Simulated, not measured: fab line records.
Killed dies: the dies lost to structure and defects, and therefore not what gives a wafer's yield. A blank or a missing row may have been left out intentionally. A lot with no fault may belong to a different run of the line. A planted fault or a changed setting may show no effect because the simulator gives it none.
One fault seen from 2 desks -- flow berkeleyCmos170 -- what lay behind the numbers comes last; until then each desk has only its own

## THE METROLOGY DESK
What the gauges read for every lot (on any tool): the sampled wafers with a number, averaged. The brackets show how far a lot's mean lies from the usual mean; more than 4 standard deviations puts the lot out of limits, marked OUT.
Columns: A = cdNm at UCB170_CONTACT_CD_MEAS_15, usual 699.9 nm; B = CONTACT_OVL at UCB170_CONTACT_OVL_MEAS_16, usual 0 nm
lot,first seen here,A,B
L985,day 7 14:28,700.9,-9
L988,day 8 04:22,704.0,5
L999,day 10 04:50,699.4,7
L998,day 10 07:57,698.7,0
L100,day 10 21:19,700.2,-4
L106,day 11 09:59,698.6,-2
This desk's finding: nothing out of limits on any of the 6 lots.

## FOR THE TOOL OWNER'S DESK: rieDiel-04
The tool's own readings at UCB170_CONTACT_ETCH_18 (etches PSG in CHF3/CF4/Ar, stops on TiSi2, target depth 840 nm, time 195 s): means of the sampled wafers that have a number, for each lot that ran on this tool. The brackets show how far a lot's mean lies from the usual mean; more than 4 standard deviations puts the lot out of limits, marked OUT.
Columns: A = drypumpMotorCurrentA at UCB170_CONTACT_ETCH_18, usual 5.7 A; B = oesProductAu at UCB170_CONTACT_ETCH_18, usual 0.897 a.u.; C = throttleValvePct at UCB170_CONTACT_ETCH_18, usual 6.86 %
lot,first seen here,A,B,C
L985,day 7 14:00,5.5,0.898,6.81
L999,day 10 05:00,5.6,0.869,6.94
L998,day 10 08:00,5.5,0.874,6.81
This desk's finding: nothing out of limits on any of the 3 lots.

## ALL TOGETHER
The metrology desk saw nothing out of limits.
The desk of the tool owner found nothing out of limits.

## WHAT THE SIMULATOR PUT IN
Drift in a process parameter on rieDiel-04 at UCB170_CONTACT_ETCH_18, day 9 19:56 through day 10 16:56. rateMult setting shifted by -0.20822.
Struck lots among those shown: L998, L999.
